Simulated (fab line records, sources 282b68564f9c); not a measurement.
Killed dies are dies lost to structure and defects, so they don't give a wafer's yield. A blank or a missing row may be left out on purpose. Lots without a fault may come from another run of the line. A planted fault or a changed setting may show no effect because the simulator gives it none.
Which tool did it? | flow rit_cmos | 7 lots, 21 wafers sampled, at 2 steps of a route of 202

WHAT THE GAUGES READ, wafer by wafer
RIT_FOX2_THK_MEAS_91.
lot  | measured    | on            | FIELD_OXIDE_LEFT_2_THK (nm)
L286 | day 2 12:49 | film_metro-04 | 249 244 253
L288 | day 2 23:08 | film_metro-02 | 245 245 247
L297 | day 5 00:11 | film_metro-04 | 321 318 322
L299 | day 5 09:54 | film_metro-03 | 252 257 256
L301 | day 5 22:35 | film_metro-02 | 254 258 256
L305 | day 6 16:32 | film_metro-03 | 256 256 260
L308 | day 7 04:32 | film_metro-04 | 249 246 251

WHICH TOOL RAN EACH LOT (tool, then ch and the chambers of the sampled wafers, then the start)
lot  | RIT_GATE_WET_ETCH_00
L286 | wet_bench-03 ch 0, day 2 12:21
L288 | wet_bench-02 ch 0, day 2 22:44
L297 | wet_bench-03 ch 1, day 4 23:43
L299 | wet_bench-04 ch 1, day 5 09:29
L301 | wet_bench-04 ch 3, day 5 22:10
L305 | wet_bench-04 ch 0, day 6 16:06
L308 | wet_bench-03 ch 2, day 7 04:05
- RIT_GATE_WET_ETCH_00: etches SiO2 in BOE, target depth 56 nm, time 60 s.

THE ANSWER, worked out from the rows above alone
Rule: what is usual is taken from the lots themselves. Put in order of their means at a reading, lots are off if they are a third of the lots or fewer, leave a main group of 4 or more, and stand apart from it by a gap of 3 or more times the standard deviation of the main group's means; of several such gaps the widest counts. A main group whose means are all the same, to the digits that the tables above print for the reading, isn't used. A lot without any number at a reading at which 4 lots or more have one is off too. The other lots that the step has rows for count as sound.
Off: L297, at RIT_FOX2_THK_MEAS_91 (FIELD_OXIDE_LEFT_2_THK). The main group: mean 252 nm, standard deviation 4.4.
A tool fits if, at a process step before that reading, it ran every lot that is off, and no sound lot after the first of them. The gauges at RIT_FOX2_THK_MEAS_91 are tried like those tools. None of those tried fits.

WHAT THE SIMULATOR HAD PUT IN
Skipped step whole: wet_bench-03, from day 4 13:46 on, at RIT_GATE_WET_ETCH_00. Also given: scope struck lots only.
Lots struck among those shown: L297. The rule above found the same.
